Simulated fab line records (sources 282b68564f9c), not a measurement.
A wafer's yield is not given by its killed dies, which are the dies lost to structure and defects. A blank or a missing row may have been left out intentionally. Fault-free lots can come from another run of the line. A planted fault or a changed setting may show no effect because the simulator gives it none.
Struck lot and sound lot, side by side | flow rit_cmos | 20 steps out of a route of 202
Sound: the wafers L359.2, L359.3, L359.4. Struck: wafers L371.2, L371.3, L371.6. The cause is named last.
Order at every step that has rows: each side's tool, ch and its chambers, its first start. Under that, the readings that differ: sound wafers | struck wafers | difference of the means | sigmas: that difference in standard deviations of wafers without a fault.
alike: readings with means less than 2 such deviations apart, plus words and numbers identical on both sides. not compared: withheld readings, readings lacking a value on some wafer, bounds such as >300 that could conceal the same value, and numbers that have no deviation in the record and whose values overlap.
A row with sigmas, a row that says differs or no value, or rows on one side alone: a step with any of these is where the two part. Numbers that don't overlap but have no deviation are shown without sigmas and don't part them. A reading that every wafer of one side lacks parts them only if that side has two wafers or more.

first, 3 steps without rows for these wafers: RIT_GATE_CLEAN_02 (cleans in dHF, time 30 s); RIT_GATE_CLEAN_03 (cleans in SC2, time 600 s); RIT_GATE_CLEAN_04 (cleans in dHF, time 60 s).
RIT_FOX2_THK_MEAS_91:
  sound on film_metro-03 at day 4 10:47; struck on film_metro-01 at day 6 22:40
  alike: FIELD_OXIDE_LEFT_2_THK
then, 2 steps without rows for these wafers: RIT_GATE_OXIDATION_05 (target thk 3 nm, ox time 270 s); RIT_GATE_ANNEAL_06 (time 600 s).
RIT_GATE_THK_MEAS_07:
  sound on film_metro-02 at day 4 12:10; struck on film_metro-01 at day 7 00:03
  alike: GATE_OXIDE_THK
then, 1 step without rows for these wafers: RIT_GATE_CVD_08 (deposits poly-Si from SiH4, target thk 250 nm, time 2220 s).
RIT_GATE_THK_MEAS_09:
  sound on film_metro-02 at day 4 13:51; struck on film_metro-02 at day 7 01:44
  alike: GATE_POLY_THK
then, 3 steps without rows for these wafers: RIT_GATE_HMDS_10 (prime time 60 s); RIT_GATE_COAT_11 (resist thk 850 nm); RIT_GATE_SOFTBAKE_12 (time 60 s).
RIT_GATE_EXPOSE_13: exposes mask M6, target cd 150 nm.
  sound on iline_stepper-02 ch 0, day 4 14:22; struck on iline_stepper-02 ch 0, day 7 02:16
  reading              | sound             | struck            | difference | sigmas
  exposure_dose_mJ_cm2 | 379.2 379.3 379.6 | 355.6 356.2 355.7 | -23.5      | -56
  alike: mask, reticle_temp_C
then, 2 steps without rows for these wafers: RIT_GATE_PEB_14; RIT_GATE_DEVELOP_15 (develop time 50 s).
RIT_GATE_CD_MEAS_16: target cd 150 nm.
  sound on cd_sem-01 at day 4 14:51; struck on cd_sem-01 at day 7 02:40
  reading    | sound             | struck            | difference | sigmas
  cd_nm (nm) | 148.4 146.8 147.9 | 183.8 183.0 185.3 | +36.3      | +15
RIT_GATE_OVL_MEAS_17:
  sound on overlay-02 at day 4 14:58; struck on overlay-02 at day 7 02:46
  alike: GATE_OVL
then, 1 step without rows for these wafers: RIT_GATE_HARDBAKE_18 (time 60 s).
RIT_GATE_ETCH_19: etches poly-Si in SF6/CHF3/O2, stops on SiO2, time 165 s, target depth 312.5 nm.
  sound on rie_si-02 ch 1,2,3, day 4 15:14; struck on rie_si-02 ch 0,1, day 7 02:57
  reading               | sound           | struck            | difference | sigmas
  model.GATE.cd_nm (nm) | 148.7 147.2 148 | 183.7 182.7 184.8 | +35.8      |
  alike: drypump_motor_current_A, oes_product_au, throttle_valve_pct
  not compared: rf_hours_counter_h
RIT_GATE_STRIP_20: strips in O2, time 180 s.
  sound on plasma_asher-03 ch 0,1, day 4 15:20; struck on plasma_asher-04 ch 0,1, day 7 03:04
  alike: drypump_motor_current_A, rf_refl_power_W
  not compared: rf_hours_counter_h

## WHERE THEY PART
At RIT_GATE_EXPOSE_13 first; at RIT_GATE_CD_MEAS_16 last (within this record only). Later steps at which nothing parts them and some readings are alike: RIT_GATE_OVL_MEAS_17, RIT_GATE_ETCH_19, RIT_GATE_STRIP_20.

WHY: the cause the simulator had injected
Process parameters drifting: iline_stepper-02 at RIT_GATE_EXPOSE_13, beginning at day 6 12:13. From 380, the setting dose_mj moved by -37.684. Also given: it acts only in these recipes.
